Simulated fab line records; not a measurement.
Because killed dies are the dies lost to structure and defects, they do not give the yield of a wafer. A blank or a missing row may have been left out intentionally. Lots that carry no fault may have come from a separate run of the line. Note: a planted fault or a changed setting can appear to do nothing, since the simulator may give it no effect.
Which of the tools did it? + flow berkeley_cmos170 + at 1 step of a route of 331, 13 lots with 39 wafers sampled

WHAT THE GAUGES SHOWED, per wafer
UCB170_PFIELD_TW_MEAS_09. Usual: PFIELD_TW typically reads 601, with standard deviation 8.1.
| lot  | measured    | on            | PFIELD_TW   | flag |
|------|-------------|---------------|-------------|------|
| L561 | day 5 11:42 | film_metro-01 | 596 599 596 |      |
| L562 | day 5 11:59 | film_metro-03 | 592 591 590 |      |
| L564 | day 5 18:36 | film_metro-03 | 589 592 592 |      |
| L565 | day 6 01:28 | film_metro-04 | 609 607 608 |      |
| L566 | day 6 02:01 | film_metro-04 | 610 612 615 |      |
| L569 | day 6 21:02 | film_metro-03 | 594 593 596 |      |
| L570 | day 6 21:52 | film_metro-01 | 598 596 595 |      |
| L572 | day 7 06:07 | film_metro-04 | 604 606 608 |      |
| L571 | day 7 06:13 | film_metro-03 | 589 589 590 |      |
| L575 | day 8 01:58 | film_metro-03 | 592 592 595 |      |
| L573 | day 8 02:13 | film_metro-01 | 598 603 598 |      |
| L580 | day 9 02:56 | film_metro-04 | 611 609 602 |      |
| L582 | day 9 15:51 | film_metro-04 | 605 612 609 |      |

WHICH TOOL RAN EACH LOT (tool, then ch and the chambers of the sampled wafers, then the start)
Record: no process step prior to these readings.

WHAT THE TOOLS THEMSELVES READ (means of the sampled wafers that have a number; where no wafer has one, the mark that the record gives instead)
The record holds no such reading with a usual standard deviation.

THE ANSWER, worked out from the rows above alone
Rule: a lot is off if the mean of its wafers that have a number lies more than 3 standard deviations from the usual mean. Also off: a lot with no number at a reading for which 4 or more lots have one. Any other lot the step has rows for is counted as sound. The gauges are gone through in route order, then the tools' own readings, and for those a lot's mean is taken as printed above. At the first step where some lot is off, the reading lying furthest off is the one used; lots without a number count as furthest.
No lot is off on any of the readings shown, so nothing can be concluded from this.

WHAT THE SIMULATOR PUT IN
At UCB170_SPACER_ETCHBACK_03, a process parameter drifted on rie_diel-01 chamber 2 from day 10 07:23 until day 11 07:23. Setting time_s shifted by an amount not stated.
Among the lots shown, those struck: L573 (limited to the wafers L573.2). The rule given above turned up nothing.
